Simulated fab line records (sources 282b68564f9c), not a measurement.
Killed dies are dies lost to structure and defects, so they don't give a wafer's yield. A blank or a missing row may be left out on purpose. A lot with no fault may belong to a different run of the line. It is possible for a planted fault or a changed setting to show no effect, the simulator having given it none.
Which tool did it? :: flow ritCmos :: 21 wafers from 7 lots sampled at 2 of the route's 202 steps

== WHAT THE GAUGES SHOWED, per wafer ==
RIT_SDANNEAL_RS_MEAS_07: measurement is done with a four-point probe.
lot: L905
measured: day 4 03:05
on: filmMetro-01
NLDD_RS (ohm/sq): 151.0 150.8 151.9

lot: L908
measured: day 5 04:48
on: filmMetro-03
NLDD_RS (ohm/sq): - - -

lot: L912
measured: day 5 18:40
on: filmMetro-01
NLDD_RS (ohm/sq): - - -

lot: L916
measured: day 6 18:26
on: filmMetro-02
NLDD_RS (ohm/sq): 151.5 152.0 152.6

lot: L919
measured: day 6 23:14
on: filmMetro-03
NLDD_RS (ohm/sq): 151.4 151.6 151.5

lot: L922
measured: day 7 07:37
on: filmMetro-02
NLDD_RS (ohm/sq): 152.7 152.7 152.5

lot: L924
measured: day 7 16:26
on: filmMetro-03
NLDD_RS (ohm/sq): 151.6 151.1 150.8

== EACH LOT AND THE TOOL THAT RAN IT (in order: tool; ch and the chambers of the sampled wafers; start) ==
lot: L905
RIT_NLDD_IMPLANT_08: implanter-02 ch 0, day 3 18:45

lot: L908
RIT_NLDD_IMPLANT_08: implanter-03 ch 0, day 4 19:34

lot: L912
RIT_NLDD_IMPLANT_08: implanter-03 ch 0, day 5 04:12

lot: L916
RIT_NLDD_IMPLANT_08: implanter-02 ch 0, day 6 09:22

lot: L919
RIT_NLDD_IMPLANT_08: implanter-02 ch 0, day 6 14:46

lot: L922
RIT_NLDD_IMPLANT_08: implanter-04 ch 0, day 6 23:11

lot: L924
RIT_NLDD_IMPLANT_08: implanter-04 ch 0, day 7 07:49
- RIT_NLDD_IMPLANT_08

== THE ANSWER, worked out from the rows above alone ==
Rule: the lots themselves supply what counts as usual. Put in order of their means at a reading, lots are off if they are a third of the lots or fewer, leave a main group of 4 or more, and stand apart from it by a gap of 3 or more times the standard deviation of the main group's means; of several such gaps the widest counts. Not used: any main group whose means are identical at the precision the tables above print for the reading. A lot without any number at a reading at which 4 lots or more have one is off too. Where the step has rows for the other lots, those lots are counted as sound.
Off: at RIT_SDANNEAL_RS_MEAS_07 (NLDD_RS), L908, L912. Without a number there: L908, L912. Main group: mean 151.7 ohm/sq, sd 0.55.
If a tool, at a process step before that reading, ran all the lots that are off and no sound lot after the first of them, it fits. Those tools and the gauges at RIT_SDANNEAL_RS_MEAS_07 are tried in the same way. One candidate fits, namely implanter-03 at RIT_NLDD_IMPLANT_08. It ran no sound lot before its first lot that is off in this sample, so the start can't be narrowed down.

== WHAT THE SIMULATOR HAD PUT IN ==
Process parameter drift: implanter-03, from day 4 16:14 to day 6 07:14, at RIT_NLDD_IMPLANT_08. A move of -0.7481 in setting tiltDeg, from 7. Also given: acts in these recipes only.
Shown lots that were struck: L908, L912. Same finding as the rule above.
